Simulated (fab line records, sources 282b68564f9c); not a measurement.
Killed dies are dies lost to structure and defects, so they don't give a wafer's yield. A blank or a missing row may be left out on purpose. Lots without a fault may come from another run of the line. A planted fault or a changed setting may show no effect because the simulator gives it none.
fab line records | flow rit_cmos
record lots=14 wafers=42 last_day=7
route steps=202 shown CONTACT@168 M1@202
lots that met no fault: from a run of the same line without faults
start_h: hours from the record's first day to the start of the lot's first wafer shown | wait_h: hours since the lot's step before | " the same as in the row above | L1.1+2: a row that stands for several wafers | - no value, or no start given | * or withheld: withheld | < > ~ a bound
route shown NAME@n: a module of which the file shows steps, and the number in the route of the first | usual: mean/standard deviation of fault-free wafers | same: alike in all rows | chamber/n: place in a boat | sites: the reading at each site | _std_site: their standard deviation | _edge_site: outer sites' mean less inner sites' | radius_mm: how far each site lies from the wafer's centre | mask NAME#n: copy n | behind: the tool/chamber that last shaped the wafer | hold: why the lot was held/for how many hours/how that ended | device: the transistor (n, p or np) that didn't switch | end of line: the same wafers' tests at the end of the route | a step without rows: its recipe alone | killed: dies lost to structure and defects at the first sort, not the wafer's yield | map: a wafer's dies, x killed, . not, _ none there
set.NAME: the setting as run; set.NAME@STEP: as run at that earlier step | model.NAME: the simulator's own value behind a step, which no gauge read
steps of the route over a sample of lots; a table a step, a row a wafer
services: from which hour (start_h, from the record's first day; less than 0 if before it) a tool's chamber was out of use, for how many hours, and why
## steps
# step RIT_CONTACT_CVD_00
# recipe material=SiO2 target_thk_nm=400 precursor=TEOS temp_c=390 time_s=61 rf_w=400
# usual heater_power_w=312/45
# columns lot.wafer tool chamber start_h wait_h heater_power_w
L335.1 pecvd-04 1 53.33 0.1 296
L335.2 " 0 " " 329
L335.4 " 2 " " 324
L337.2 pecvd-01 1 63.23 0.0 287
L337.4 " 2 " " 306
L337.6 " 0 " " 196
L338.1 pecvd-04 2 71.91 0.1 330
L338.3 " 0 " " 402
L338.6 " 0 " " 410
L339.1 pecvd-02 0 76.58 0.1 352
L339.4 " 1 " " 273
L339.6 " 2 " " 335
L340.1 pecvd-01 1 80.45 0.1 294
L340.2 " 0 " " 225
L340.4 " 2 " " 286
L341.1 pecvd-04 2 86.96 0.1 349
L341.3 " 0 " " 413
L341.5 " 0 " " 322
L342.1 pecvd-02 1 90.67 0.1 289
L342.3 " 0 " " 352
L342.4 " 2 " " 311
L344.3 pecvd-04 2 101.36 0.0 283
L344.4 " 1 " " 324
L344.5 " 0 " " 357
L346.1 pecvd-01 2 108.71 0.1 254
L346.3 " 0 " " 257
L346.6 " 1 " " 269
L347.2 pecvd-04 0 112.90 0.0 396
L347.3 " 2 " " 327
L347.4 " 0 " " 414
L350.3 pecvd-04 1 128.57 0.0 332
L350.4 " 2 " " 343
L350.5 " 0 " " 367
L355.1 pecvd-02 2 152.23 0.1 324
L355.3 " 1 " " 250
L355.6 " 0 " " 383
L357.2 pecvd-02 0 166.55 0.0 385
L357.5 " 0 " " 295
L357.6 " 2 " " 320
L358.2 pecvd-01 0 168.05 0.0 207
L358.3 " 2 " " 285
L358.5 " 2 " " 308
# step RIT_CONTACT_THK_MEAS_01
# recipe reads=SiO2_of_CONTACT_CVD_00
# usual CONTACT_TEOS_THK=400/5.5
# columns lot.wafer tool chamber start_h wait_h hold CONTACT_TEOS_THK[nm]
L335.1 film_metro-04 - 53.38 0.0 - 399
L335.2 " - " " - 391
L335.4 " - " " - 395
L337.2 film_metro-03 - 63.29 0.0 - 389
L337.4 " - " " - 399
L337.6 " - " " - 397
L338.1 film_metro-04 - 71.96 0.0 - 388
L338.3 " - " " - 394
L338.6 " - " " - 406
L339.1 film_metro-01 - 76.63 0.0 - 395
L339.4 " - " " - 404
L339.6 " - " " - 405
L340.1 film_metro-01 - 80.50 0.0 - 393
L340.2 " - " " - 398
L340.4 " - " " - 401
L341.1 film_metro-04 - 87.01 0.0 - 396
L341.3 " - " " - 403
L341.5 " - " " - 409
L342.1 film_metro-01 - 90.72 0.0 - 400
L342.3 " - " " - 398
L342.4 " - " " - 414
L344.3 film_metro-04 - 101.43 0.0 - 395
L344.4 " - " " - 407
L344.5 " - " " - 405
L346.1 film_metro-04 - 108.76 0.0 - 389
L346.3 " - " " - 401
L346.6 " - " " - 400
L347.2 film_metro-04 - 112.96 0.0 - 379
L347.3 " - " " - 392
L347.4 " - " " - 384
L350.3 film_metro-04 - 128.64 0.0 await_dispo/0.2h/release 401
L350.4 " - " " await_dispo/0.2h/release 398
L350.5 " - " " await_dispo/0.2h/release 388
L350.3 film_metro-04 - 128.87 0.2 - 400
L350.4 " - " " - 399
L350.5 " - " " - 388
L355.1 film_metro-01 - 152.28 0.0 - 398
L355.3 " - " " - 395
L355.6 " - " " - 398
L357.2 film_metro-03 - 166.61 0.0 - 398
L357.5 " - " " - 399
L357.6 " - " " - 403
L358.2 film_metro-01 - 168.11 0.0 - 409
L358.3 " - " " - 394
L358.5 " - " " - 400
# step RIT_M1_PROBE_99
# usual killed_at_contacts=0.1/0.35 killed_at_front_end=6.9/2.8 killed_dies=7.0/2.8 killed_open=3.4/2 killed_short=3.5/2.1
# same gross_dies=264 killed_at_M0_to_M3=0 killed_at_M4_up=0 killed_at_back_side=0 killed_at_other=0
# columns lot.wafer tool chamber start_h wait_h killed_at_contacts killed_at_front_end killed_dies killed_open killed_short
L350.3 prober-02 - 139.48 0.2 0 5 5 1 4
L350.4 prober-02 - 139.53 0.2 0 6 6 4 2
L350.5 prober-02 - 139.58 0.2 0 6 6 3 3
# killed by level:class
L350.3 GATE:geometric_particle:short=4 SILICIDE:geometric_particle:open=1
L350.4 GATE:geometric_particle:open=2 FOX1:geometric_particle:short=1 GATE:geometric_particle:short=1 REOX:geometric_particle:open=1 SPACER:geometric_particle:open=1
L350.5 GATE:geometric_particle:open=2 FOX1:geometric_particle:short=1 GATE:geometric_particle:short=1 REOX:geometric_particle:open=1 SPACER:geometric_particle:short=1
## services
# columns tool chamber start_h hours kind
pecvd-01 0 35.33 13.7 repair
pecvd-01 - 51.26 2.5 repair
pecvd-02 0 120.30 10.8 repair
pecvd-02 - 155.22 2.0 repair
pecvd-01 2 160.34 - calibration
## key
first_sign step=RIT_CONTACT_THK_MEAS_01 reading=CONTACT_TEOS_THK direction=down sigmas=2.8 usual=400 struck=384
effect none on later readings
met_at RIT_CONTACT_CVD_00
struck_lots L347,L350
struck_wafers L347.2,L347.4,L350.5
tester_left_out L347,L350
onset_between 101.36 112.90
fault kind=process_parameter_drift tool=pecvd-04 chamber=0 onset_h=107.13 steps=RIT_CONTACT_CVD_00 channel=target_thk_nm offset=-20.764 shape=step end_h=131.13 stated=400
# tester_left_out: of these lots the tester's yield and bins aren't shown, on N5 and GAA mostly nor the transistor test; their killed dies are dies lost to structure and defects alone, not to doping, threshold or leakage, so they don't give the yield
